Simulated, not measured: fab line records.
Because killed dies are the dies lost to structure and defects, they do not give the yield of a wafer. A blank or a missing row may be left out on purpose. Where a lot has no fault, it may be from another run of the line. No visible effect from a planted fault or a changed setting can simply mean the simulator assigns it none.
fab line records	flow rit_cmos	part 1 of 2: steps 1 to 34 of 43
record: lots: 6	wafers: 18	last_day: 6
route steps=202 shown SDANNEAL@156 PSD@157 NSD@158 PLDD@159 NLDD@160 SILICIDE@161 CONTACT@168 M1@184
lots with no fault: from the same line, run without faults
start_h: hours from the record's opening day to when the first of the lot's shown wafers began	wait_h: hours from the lot's prior step to this one	" the same as in the row above	L1.1+2: a row that stands for several wafers	- either no value or no given start	* or withheld: withheld	< > ~ a bound
route shown NAME@n: NAME is a module with steps in the file, n the number in the route of the first one	usual: mean/standard deviation of fault-free wafers	same: alike in all rows	chamber/n: place in a boat	sites: readings site by site	_std_site: the standard deviation of these	_edge_site: the outer-site mean with the inner-site mean subtracted	radius_mm: how far each site lies from the wafer's centre	mask NAME#n: copy n	behind: the tool/chamber that last shaped the wafer	hold: reason for holding the lot/hours on hold/outcome of the hold	device: transistor that didn't switch, given as n, p or np	end of line: the tests these same wafers got at the end of their route	a step with no rows: only its recipe	killed: at the first sort, the dies lost to defects and structure; wafer yield is something else	map: the dies of a wafer, with x for killed, . for not killed, _ for no die there
set.NAME: the setting as run; set.NAME@STEP: as run at that earlier step	model.NAME: the simulator's own value behind a step, which no gauge read
a table for each step, a row for each wafer; lots at some steps of the route
services: from which hour (start_h, from the record's first day; less than 0 if before it) a tool's chamber was out of use, for how many hours, and why
== steps ==
step: RIT_SDANNEAL_RTA_03
recipe: temp_c: 1050	time_s: 5	idle_temp_c: 600	ramp_up_c_per_s: 342	ramp_down_c_per_s: 171	cool_to_c: 600	ambient: N2
usual: anneal_temp_c_max: 1053.3/0.69	ramp_up_c_per_s: 342.00/0.066	wafer_temp_C_max: 1053.7/1.3
lot.wafer	tool	chamber	start_h	wait_h	anneal_temp_c_max	ramp_up_c_per_s	wafer_temp_C_max
L440.1	rtp_anneal-01	0	59.81	0.0	1053.4	342.07	1053.6
L440.5	"	0	"	"	1052.7	342.08	1052.4
L440.6	"	0	"	"	1052.8	342.04	1056.6
L448.1	rtp_anneal-01	0	100.65	0.0	1054.1	341.99	1052.4
L448.3	"	0	"	"	1053.6	342.08	1055.3
L448.6	"	0	"	"	1053.1	341.97	1053.3
L449.2	rtp_anneal-02	0	104.03	0.0	1053.5	342.03	1053.2
L449.5	"	0	"	"	1054.2	342.03	1053.4
L449.6	"	0	"	"	1053.1	342.00	1053.6
L452.4	rtp_anneal-01	0	121.46	0.0	1054.2	342.01	1055.9
L452.5	"	0	"	"	1053.5	341.94	1054.5
L452.6	"	0	"	"	1053.2	342.01	1054.0
L456.2	rtp_anneal-01	0	139.03	0.0	1052.6	342.05	1055.9
L456.3	"	0	"	"	1054.5	342.08	1054.4
L456.5	"	0	"	"	1053.1	342.14	1052.7
L457.1	rtp_anneal-02	0	145.59	0.0	1053.1	342.08	1051.5
L457.2	"	0	"	"	1053.9	342.06	1053.2
L457.6	"	0	"	"	1053.3	342.05	1053.8
step: RIT_SDANNEAL_RS_MEAS_04
recipe: thk_meas_gauge: four-point-probe
usual: PSD_RS: 115.89/0.26
lot.wafer	tool	chamber	start_h	wait_h	PSD_RS[ohm/sq]
L440.1	film_metro-01	-	59.87	0.0	116.37
L440.5	"	-	"	"	116.19
L440.6	"	-	"	"	116.04
L448.1	film_metro-01	-	100.71	0.0	116.29
L448.3	"	-	"	"	116.21
L448.6	"	-	"	"	115.97
L449.2	film_metro-01	-	104.10	0.1	115.78
L449.5	"	-	"	"	115.85
L449.6	"	-	"	"	115.70
L452.4	film_metro-03	-	121.55	0.1	116.63
L452.5	"	-	"	"	116.30
L452.6	"	-	"	"	116.06
L456.2	film_metro-01	-	139.10	0.1	116.06
L456.3	"	-	"	"	115.79
L456.5	"	-	"	"	115.72
L457.1	film_metro-04	-	145.65	0.0	115.62
L457.2	"	-	"	"	115.71
L457.6	"	-	"	"	115.87
step: RIT_SDANNEAL_RS_MEAS_05
recipe: thk_meas_gauge: four-point-probe
usual: NSD_RS: 84.6/0.31
lot.wafer	tool	chamber	start_h	wait_h	NSD_RS[ohm/sq]
L440.1	film_metro-01	-	59.99	0.1	84.2
L440.5	"	-	"	"	84.2
L440.6	"	-	"	"	84.1
L448.1	film_metro-01	-	100.83	0.1	84.7
L448.3	"	-	"	"	84.7
L448.6	"	-	"	"	84.4
L449.2	film_metro-01	-	104.22	0.1	84.3
L449.5	"	-	"	"	84.0
L449.6	"	-	"	"	84.3
L452.4	film_metro-03	-	121.67	0.1	85.0
L452.5	"	-	"	"	84.8
L452.6	"	-	"	"	84.6
L456.2	film_metro-01	-	139.22	0.1	84.8
L456.3	"	-	"	"	84.7
L456.5	"	-	"	"	84.6
L457.1	film_metro-04	-	145.77	0.1	84.1
L457.2	"	-	"	"	84.5
L457.6	"	-	"	"	84.1
step: RIT_SDANNEAL_RS_MEAS_06
recipe: thk_meas_gauge: four-point-probe
usual: PLDD_RS: 178.7/0.47
lot.wafer	tool	chamber	start_h	wait_h	PLDD_RS[ohm/sq]
L440.1	film_metro-01	-	60.11	0.1	178.9
L440.5	"	-	"	"	179.2
L440.6	"	-	"	"	178.5
L448.1	film_metro-01	-	100.95	0.1	178.9
L448.3	"	-	"	"	178.8
L448.6	"	-	"	"	178.9
L449.2	film_metro-01	-	104.34	0.1	179.2
L449.5	"	-	"	"	179.2
L449.6	"	-	"	"	178.9
L452.4	film_metro-03	-	121.79	0.1	179.5
L452.5	"	-	"	"	179.0
L452.6	"	-	"	"	178.5
L456.2	film_metro-01	-	139.34	0.1	178.8
L456.3	"	-	"	"	178.5
L456.5	"	-	"	"	178.5
L457.1	film_metro-04	-	145.89	0.1	178.1
L457.2	"	-	"	"	178.9
L457.6	"	-	"	"	179.0
step: RIT_SDANNEAL_RS_MEAS_07
recipe: thk_meas_gauge: four-point-probe
usual: NLDD_RS: 151.6/0.52
lot.wafer	tool	chamber	start_h	wait_h	NLDD_RS[ohm/sq]
L440.1	film_metro-01	-	60.23	0.1	151.5
L440.5	"	-	"	"	152.1
L440.6	"	-	"	"	151.6
L448.1	film_metro-01	-	101.07	0.1	151.2
L448.3	"	-	"	"	151.6
L448.6	"	-	"	"	151.4
L449.2	film_metro-01	-	104.46	0.1	152.0
L449.5	"	-	"	"	151.7
L449.6	"	-	"	"	151.4
L452.4	film_metro-03	-	121.91	0.1	150.6
L452.5	"	-	"	"	150.8
L452.6	"	-	"	"	151.3
L456.2	film_metro-01	-	139.46	0.1	151.3
L456.3	"	-	"	"	151.1
L456.5	"	-	"	"	151.4
L457.1	film_metro-04	-	146.01	0.1	152.0
L457.2	"	-	"	"	152.3
L457.6	"	-	"	"	151.9
step: RIT_SILICIDE_WET_ETCH_00
recipe: chemistry: BOE	target: SiO2	target_depth_nm: 14	time_s: 15	dry: n2_spin	dilution: 10:1	temp_c: 21.5
step: RIT_SILICIDE_SPUTTER_01
recipe: material: Ti	target_thk_nm: 30	power_w: 350	chamber_pressure_pa: 0.667	gas: Ar	time_s: 240	substrate_temp_c: 25
usual: throttle_valve_pct: 29.3/1.1
lot.wafer	tool	chamber	start_h	wait_h	throttle_valve_pct
L440.1	pvd_sputter-04	-	60.36	0.0	28.2
L440.5	"	-	"	"	29.4
L440.6	"	-	"	"	27.5
L448.1	pvd_sputter-04	-	101.20	0.0	29.4
L448.3	"	-	"	"	27.4
L448.6	"	-	"	"	27.5
L449.2	pvd_sputter-02	-	104.57	0.0	29.9
L449.5	"	-	"	"	30.2
L449.6	"	-	"	"	31.0
L452.4	pvd_sputter-03	-	121.99	0.0	29.0
L452.5	"	-	"	"	29.3
L452.6	"	-	"	"	29.2
L456.2	pvd_sputter-03	-	139.57	0.0	29.2
L456.3	"	-	"	"	29.9
L456.5	"	-	"	"	29.5
L457.1	pvd_sputter-04	-	146.14	0.0	28.1
L457.2	"	-	"	"	27.6
L457.6	"	-	"	"	28.1
step: RIT_SILICIDE_RS_MEAS_02
recipe: thk_meas_gauge: four-point-probe	reads: Ti_of_SILICIDE_SPUTTER_01
usual: SILICIDE_TI_RS: 48.0/0.76
lot.wafer	tool	chamber	start_h	wait_h	SILICIDE_TI_RS[ohm/sq]
L440.1	film_metro-02	-	60.51	0.1	48.2
L440.5	"	-	"	"	48.2
L440.6	"	-	"	"	48.4
L448.1	film_metro-03	-	101.35	0.1	48.6
L448.3	"	-	"	"	49.2
L448.6	"	-	"	"	48.9
L449.2	film_metro-02	-	104.74	0.1	47.0
L449.5	"	-	"	"	47.2
L449.6	"	-	"	"	47.3
L452.4	film_metro-02	-	122.20	0.1	48.4
L452.5	"	-	"	"	48.8
L452.6	"	-	"	"	48.9
L456.2	film_metro-02	-	139.74	0.1	48.7
L456.3	"	-	"	"	48.9
L456.5	"	-	"	"	48.7
L457.1	film_metro-02	-	146.29	0.1	47.8
L457.2	"	-	"	"	48.0
L457.6	"	-	"	"	47.7
step: RIT_SILICIDE_THK_MEAS_03
recipe: thk_meas_gauge: xrf	reads: Ti_of_SILICIDE_SPUTTER_01
usual: SILICIDE_TI_THK: 29.7/0.38
lot.wafer	tool	chamber	start_h	wait_h	SILICIDE_TI_THK[nm]
L440.1	film_metro-02	-	60.63	0.1	29.7
L440.5	"	-	"	"	29.5
L440.6	"	-	"	"	29.5
L448.1	film_metro-03	-	101.47	0.1	29.3
L448.3	"	-	"	"	29.1
L448.6	"	-	"	"	29.1
L449.2	film_metro-02	-	104.85	0.1	30.1
L449.5	"	-	"	"	30.1
L449.6	"	-	"	"	29.9
L452.4	film_metro-02	-	122.29	0.1	29.4
L452.5	"	-	"	"	29.3
L452.6	"	-	"	"	29.3
L456.2	film_metro-02	-	139.85	0.1	29.3
L456.3	"	-	"	"	29.2
L456.5	"	-	"	"	29.3
L457.1	film_metro-02	-	146.41	0.1	29.6
L457.2	"	-	"	"	29.5
L457.6	"	-	"	"	29.6
step: RIT_SILICIDE_RTA_04
recipe: temp_c: 650	time_s: 10	idle_temp_c: 25	ramp_up_s: 5	ramp_down_s: 5	cool_to_c: 25	ambient: N2
step: RIT_SILICIDE_WET_ETCH_05
recipe: chemistry: SPM	target: Ti	temp_c: 90	time_s: 120	dry: n2_spin
step: RIT_SILICIDE_RTA_06
recipe: temp_c: 750	time_s: 10	idle_temp_c: 25	ramp_up_s: 5	ramp_down_s: 10	cool_to_c: 25	ambient: N2
usual: anneal_temp_c_max: 752.4/0.48	wafer_temp_C_max: 754.8/1.2
lot.wafer	tool	chamber	start_h	wait_h	anneal_temp_c_max	wafer_temp_C_max
L440.1	rtp_anneal-01	0	60.80	0.0	752.7	756.5
L440.5	"	0	"	"	752.7	755.3
L440.6	"	0	"	"	753.0	758.6
L448.1	rtp_anneal-01	0	101.64	0.0	752.9	754.4
L448.3	"	0	"	"	752.3	756.4
L448.6	"	0	"	"	751.4	754.3
L449.2	rtp_anneal-02	0	105.02	0.0	752.5	752.6
L449.5	"	0	"	"	752.7	752.9
L449.6	"	0	"	"	751.9	755.4
L452.4	rtp_anneal-01	0	122.46	0.0	752.4	754.8
L452.5	"	0	"	"	752.8	756.3
L452.6	"	0	"	"	752.6	754.9
L456.2	rtp_anneal-01	0	140.02	0.0	751.9	756.3
L456.3	"	0	"	"	751.4	755.8
L456.5	"	0	"	"	752.3	756.3
L457.1	rtp_anneal-02	0	146.58	0.0	752.4	753.9
L457.2	"	0	"	"	752.6	753.0
L457.6	"	0	"	"	752.9	753.9
step: RIT_CONTACT_CVD_00
recipe: material: SiO2	target_thk_nm: 400	precursor: TEOS	temp_c: 390	time_s: 61	rf_w: 400
usual: heater_power_w: 323/81	run_length_s: 89.0/0.66
lot.wafer	tool	chamber	start_h	wait_h	heater_power_w	run_length_s	model.SiO2_of_CONTACT_CVD_00.thk_nm
L440.1	pecvd-02	0	60.87	0.1	312	89.8	390.7
L440.5	"	2	"	"	394	88.4	401.7
L440.6	"	1	"	"	240	89.2	403.1
L448.1	pecvd-04	1	101.71	0.1	364	87.9	396.8
L448.3	"	2	"	"	204	88.7	388.2
L448.6	"	0	"	"	318	89.9	404.3
L449.2	pecvd-02	2	105.07	0.0	313	86.7	382.3
L449.5	"	2	"	"	336	86.9	387.7
L449.6	"	1	"	"	274	87.5	389.1
L452.4	pecvd-02	1	122.52	0.0	275	87.6	384.4
L452.5	"	2	"	"	398	86.1	386.6
L452.6	"	0	"	"	320	87.3	388.4
L456.2	pecvd-03	2	140.08	0.0	549	88.6	398
L456.3	"	1	"	"	329	90.0	397.7
L456.5	"	1	"	"	337	90.0	399.2
L457.1	pecvd-04	0	146.64	0.1	326	88.8	402.7
L457.2	"	1	"	"	303	88.0	401.5
L457.6	"	0	"	"	337	88.9	408.6
step: RIT_CONTACT_THK_MEAS_01
recipe: reads: SiO2_of_CONTACT_CVD_00
usual: CONTACT_TEOS_THK: 399/4.9
lot.wafer	tool	chamber	start_h	wait_h	CONTACT_TEOS_THK[nm]
L440.1	film_metro-03	-	60.92	0.0	390
L440.5	"	-	"	"	402
L440.6	"	-	"	"	403
L448.1	film_metro-01	-	101.76	0.0	397
L448.3	"	-	"	"	388
L448.6	"	-	"	"	404
L449.2	film_metro-01	-	105.13	0.0	383
L449.5	"	-	"	"	388
L449.6	"	-	"	"	389
L452.4	film_metro-03	-	122.57	0.0	384
L452.5	"	-	"	"	386
L452.6	"	-	"	"	389
L456.2	film_metro-01	-	140.14	0.0	398
L456.3	"	-	"	"	398
L456.5	"	-	"	"	399
L457.1	film_metro-01	-	146.70	0.0	403
L457.2	"	-	"	"	402
L457.6	"	-	"	"	409
step: RIT_CONTACT_HMDS_02
recipe: prime_time_s: 60	prime_temp_c: 140
step: RIT_CONTACT_COAT_03
recipe: resist: NOVOLAK	spin_rpm: 3250	resist_thk_nm: 1000
step: RIT_CONTACT_SOFTBAKE_04
recipe: resist: NOVOLAK	temp_c: 90	time_s: 60
step: RIT_CONTACT_EXPOSE_05
recipe: mask_id: M11	na: 0.6	source_shape: conventional	sigma_outer: 0.5	target_cd_nm: 1000	dose_mj: 250
step: RIT_CONTACT_PEB_06
recipe: resist: NOVOLAK	temp_c: withheld	time_s: withheld
step: RIT_CONTACT_DEVELOP_07
recipe: resist: NOVOLAK	develop_time_s: 120	dev_temp_c: 23
step: RIT_CONTACT_CD_MEAS_08
recipe: target_cd_nm: 1000
usual: cd_nm: 999.3/2.3
lot.wafer	tool	chamber	start_h	wait_h	cd_nm
L440.1	cd_sem-01	-	61.94	-	1000.5
L440.5	"	-	"	"	1001.8
L440.6	"	-	"	"	999.1
L448.1	cd_sem-01	-	102.78	-	1003.1
L448.3	"	-	"	"	1005.4
L448.6	"	-	"	"	1002.1
L449.2	cd_sem-02	-	106.17	-	998.1
L449.5	"	-	"	"	997.4
L449.6	"	-	"	"	998.0
L452.4	cd_sem-02	-	123.63	-	1001.9
L452.5	"	-	"	"	1000.5
L452.6	"	-	"	"	1001.6
L456.2	cd_sem-02	-	141.17	-	1002.0
L456.3	"	-	"	"	999.6
L456.5	"	-	"	"	999.0
L457.1	cd_sem-02	-	147.85	-	999.1
L457.2	"	-	"	"	999.2
L457.6	"	-	"	"	998.0
step: RIT_CONTACT_OVL_MEAS_09
usual: CONTACT_OVL: -0.2/1.4
lot.wafer	tool	chamber	start_h	wait_h	CONTACT_OVL[nm]
L440.1	overlay-01	-	62.06	0.1	-2.3
L440.5	"	-	"	"	-1.7
L440.6	"	-	"	"	-1.1
L448.1	overlay-01	-	102.90	0.1	-0.7
L448.3	"	-	"	"	-1.1
L448.6	"	-	"	"	-2.5
L449.2	overlay-01	-	106.28	0.1	-3.5
L449.5	"	-	"	"	-3.3
L449.6	"	-	"	"	-2.1
L452.4	overlay-02	-	123.71	0.1	-0.8
L452.5	"	-	"	"	-0.5
L452.6	"	-	"	"	-1.7
L456.2	overlay-02	-	141.28	0.1	1.2
L456.3	"	-	"	"	0.1
L456.5	"	-	"	"	1.2
L457.1	overlay-01	-	147.97	0.1	-2.0
L457.2	"	-	"	"	-0.7
L457.6	"	-	"	"	1.3
step: RIT_CONTACT_HARDBAKE_10
recipe: resist: NOVOLAK	temp_c: 140	time_s: 60
step: RIT_CONTACT_ETCH_11
recipe: target_depth_a: 4800	over_etch_frac: 0.2	stop_on: TiSi2	chemistry: CHF3/CF4/Ar	target: SiO2	CHF3_flow_sccm: 50	cf4_flow_sccm: 10	Ar_flow_sccm: 100	O2_flow_sccm: 5	pressure_mtorr: 100	rf_w: 200	time_s: 320
usual: drypump_motor_current_A: 5.5/0.39	oes_product_au: 0.982/0.013	throttle_valve_pct: 8.89/0.13
lot.wafer	tool	chamber	start_h	wait_h	drypump_motor_current_A	oes_product_au	rf_hours_counter_h	throttle_valve_pct	model.CONTACT.feature_depth_nm	model.etch.depth_nm
L440.1	rie_diel-03	1	62.28	0.1	4.9	0.979	138	8.89	390.7	390.7
L440.5	"	1	"	"	4.9	0.980	-	8.91	401.7	401.7
L440.6	"	0	"	"	5.7	0.987	-	8.93	403.1	403.1
L448.1	rie_diel-04	1	103.09	0.1	5.3	0.992	3	8.96	396.8	396.8
L448.3	"	3	"	"	5.8	0.966	43	8.63	388.2	388.2
L448.6	"	0	"	"	6.4	1.008	-	8.97	404.3	404.3
L449.2	rie_diel-02	3	106.46	0.1	5.3	0.974	117	9.09	382.3	382.3
L449.5	"	2	"	"	5.6	0.994	-	8.65	387.7	387.7
L449.6	"	0	"	"	5.9	0.956	-	8.91	389.1	389.1
L452.4	rie_diel-02	3	123.94	0.1	5.2	0.959	118	9.12	384.4	384.4
L452.5	"	0	"	"	5.9	0.958	-	8.91	386.6	386.6
L452.6	"	1	"	"	5.2	0.987	-	8.83	388.4	388.4
L456.2	rie_diel-04	0	141.46	0.1	6.3	0.999	8	8.96	398	398
L456.3	"	1	"	"	5.3	0.998	4	8.95	397.7	397.7
L456.5	"	1	"	"	5.3	0.995	-	8.95	399.2	399.2
L457.1	rie_diel-04	0	148.15	0.1	6.3	1.018	8	8.95	402.7	402.7
L457.2	"	3	"	"	5.7	0.976	44	8.64	401.5	401.5
L457.6	"	1	"	"	5.3	0.996	-	8.95	408.6	408.6
step: RIT_CONTACT_STRIP_12
recipe: chemistry: O2	time_s: 180	resist: NOVOLAK	platen_temp_c: withheld	power_w: 500	pressure_mtorr: 4000	o2_flow_sccm: 4000
usual: drypump_motor_current_A: 5.7/0.54
lot.wafer	tool	chamber	start_h	wait_h	drypump_motor_current_A	rf_hours_counter_h
L440.1	plasma_asher-02	1	62.47	0.1	5.5	42
L440.5	"	0	"	"	5.4	-
L440.6	"	1	"	"	5.5	-
L448.1	plasma_asher-04	1	103.29	0.1	6.3	49
L448.3	"	0	"	"	6.3	-
L448.6	"	0	"	"	6.3	-
L449.2	plasma_asher-04	0	106.65	0.1	6.3	50
L449.5	"	0	"	"	6.3	-
L449.6	"	1	"	"	6.3	-
L452.4	plasma_asher-01	1	124.20	0.2	4.9	-
L452.5	"	1	"	"	4.9	-
L452.6	"	0	"	"	5.7	-
L456.2	plasma_asher-01	1	141.66	0.1	4.9	35
L456.3	"	1	"	"	4.9	-
L456.5	"	0	"	"	5.7	-
L457.1	plasma_asher-02	1	148.35	0.1	5.5	3
L457.2	"	0	"	"	5.4	3
L457.6	"	0	"	"	5.4	-
step: RIT_CONTACT_CD_MEAS_90
recipe: target_cd_nm: 1000
usual: cd_nm: 999.2/2.3
lot.wafer	tool	chamber	start_h	wait_h	cd_nm
L440.1	cd_sem-01	-	62.65	0.1	1001.1
L440.5	"	-	"	"	1001.6
L440.6	"	-	"	"	999.0
L448.1	cd_sem-02	-	103.46	0.1	1003.3
L448.3	"	-	"	"	1005.4
L448.6	"	-	"	"	1002.6
L449.2	cd_sem-01	-	106.85	0.1	998.3
L449.5	"	-	"	"	997.2
L449.6	"	-	"	"	998.7
L452.4	cd_sem-02	-	124.37	0.1	1002.2
L452.5	"	-	"	"	1000.6
L452.6	"	-	"	"	1001.3
L456.2	cd_sem-02	-	141.85	0.1	1001.7
L456.3	"	-	"	"	1000.1
L456.5	"	-	"	"	998.9
L457.1	cd_sem-02	-	148.52	0.1	999.1
L457.2	"	-	"	"	998.7
L457.6	"	-	"	"	998.4
step: RIT_CONTACT_CLEAN_13
recipe: chemistry: SC1	mix: 3:3:50	time_s: 600	temp_c: 75
step: RIT_CONTACT_CLEAN_14
recipe: chemistry: SC2	mix: 3:3:50	time_s: 600	temp_c: 75	dry: n2_spin
step: RIT_M1_SPUTTER_00
recipe: material: Al	target_thk_nm: 400	power_w: 2000	chamber_pressure_pa: 0.4	gas: Ar	time_s: 500	substrate_temp_c: 25
usual: throttle_valve_pct: 29.9/0.9
lot.wafer	tool	chamber	start_h	wait_h	throttle_valve_pct
L440.1	pvd_sputter-01	-	63.15	0.0	30.8
L440.5	"	-	"	"	29.9
L440.6	"	-	"	"	31.0
L448.1	pvd_sputter-01	-	103.93	0.0	28.2
L448.3	"	-	"	"	30.7
L448.6	"	-	"	"	28.0
L449.2	pvd_sputter-03	-	107.30	0.0	29.5
L449.5	"	-	"	"	30.1
L449.6	"	-	"	"	29.5
L452.4	pvd_sputter-02	-	124.78	0.0	30.9
L452.5	"	-	"	"	30.4
L452.6	"	-	"	"	30.8
L456.2	pvd_sputter-02	-	142.32	0.0	31.2
L456.3	"	-	"	"	31.0
L456.5	"	-	"	"	31.0
L457.1	pvd_sputter-01	-	149.01	0.0	27.9
L457.2	"	-	"	"	30.3
L457.6	"	-	"	"	31.0
step: RIT_M1_RS_MEAS_01
recipe: thk_meas_gauge: four-point-probe	reads: Al_of_M1_SPUTTER_00
usual: M1_AL_RS: 0.0736/0.00065
lot.wafer	tool	chamber	start_h	wait_h	M1_AL_RS[ohm/sq]
L440.1	film_metro-01	-	63.45	0.1	0.0742
L440.5	"	-	"	"	0.0739
L440.6	"	-	"	"	0.0739
L448.1	film_metro-04	-	104.22	0.1	0.0746
L448.3	"	-	"	"	0.0739
L448.6	"	-	"	"	0.0746
L449.2	film_metro-03	-	107.61	0.2	0.0751
L449.5	"	-	"	"	0.0740
L449.6	"	-	"	"	0.0750
L452.4	film_metro-01	-	125.14	0.2	0.0724
L452.5	"	-	"	"	0.0729
L452.6	"	-	"	"	0.0733
L456.2	film_metro-01	-	142.63	0.2	0.0735
L456.3	"	-	"	"	0.0736
L456.5	"	-	"	"	0.0734
L457.1	film_metro-01	-	149.30	0.1	0.0728
L457.2	"	-	"	"	0.0711
L457.6	"	-	"	"	0.0733
step: RIT_M1_THK_MEAS_02
recipe: thk_meas_gauge: xrf	reads: Al_of_M1_SPUTTER_00
usual: M1_AL_THK: 405/3.9
lot.wafer	tool	chamber	start_h	wait_h	M1_AL_THK[nm]
L440.1	film_metro-01	-	63.57	0.1	400
L440.5	"	-	"	"	404
L440.6	"	-	"	"	404
L448.1	film_metro-04	-	104.34	0.1	398
L448.3	"	-	"	"	404
L448.6	"	-	"	"	401
L449.2	film_metro-03	-	107.72	0.1	395
L449.5	"	-	"	"	401
L449.6	"	-	"	"	397
L452.4	film_metro-01	-	125.23	0.1	408
L452.5	"	-	"	"	409
L452.6	"	-	"	"	407
L456.2	film_metro-01	-	142.74	0.1	403
L456.3	"	-	"	"	404
L456.5	"	-	"	"	404
L457.1	film_metro-01	-	149.42	0.1	413
L457.2	"	-	"	"	422
L457.6	"	-	"	"	409
step: RIT_M1_HMDS_03
recipe: prime_time_s: 60	prime_temp_c: 140
step: RIT_M1_COAT_04
recipe: resist: NOVOLAK	spin_rpm: 2000	resist_thk_nm: 1300
step: RIT_M1_SOFTBAKE_05
recipe: resist: NOVOLAK	temp_c: 90	time_s: 60
== key ==
first_sign: step: RIT_CONTACT_CVD_00	reading: run_length_s	direction: down	sigmas: 2.9	usual: *	struck: *
effect: step: RIT_CONTACT_THK_MEAS_01	reading: CONTACT_TEOS_THK	direction: down	sigmas: 2.6	usual: 399	struck: 386
model_effect: step: RIT_CONTACT_CVD_00	value: SiO2_of_CONTACT_CVD_00.thk_nm	without: 397.1	struck: 386.4
model_effect: step: RIT_CONTACT_ETCH_11	value: CONTACT.feature_depth_nm	without: 397.1	struck: 386.4
model_effect: step: RIT_M1_METAL_ETCH_12	value: SiO2_of_CONTACT_CVD_00.thk_nm	without: 360.1	struck: 349.5
met_at RIT_CONTACT_CVD_00
struck_wafers L449.2,L449.5,L449.6,L452.4,L452.5,L452.6
tester_left_out L449,L452
onset_between 60.87 105.07
fault: kind: process_parameter_drift	tool: pecvd-02	chamber: -	onset_h: 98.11	steps: RIT_CONTACT_CVD_00	channel: time_s	offset: *	shape: step	end_h: 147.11	stated: *
tester_left_out: of these lots the tester's yield and bins aren't shown, on N5 and GAA mostly nor the transistor test; their killed dies are dies lost to structure and defects alone, not to doping, threshold or leakage, so they don't give the yield
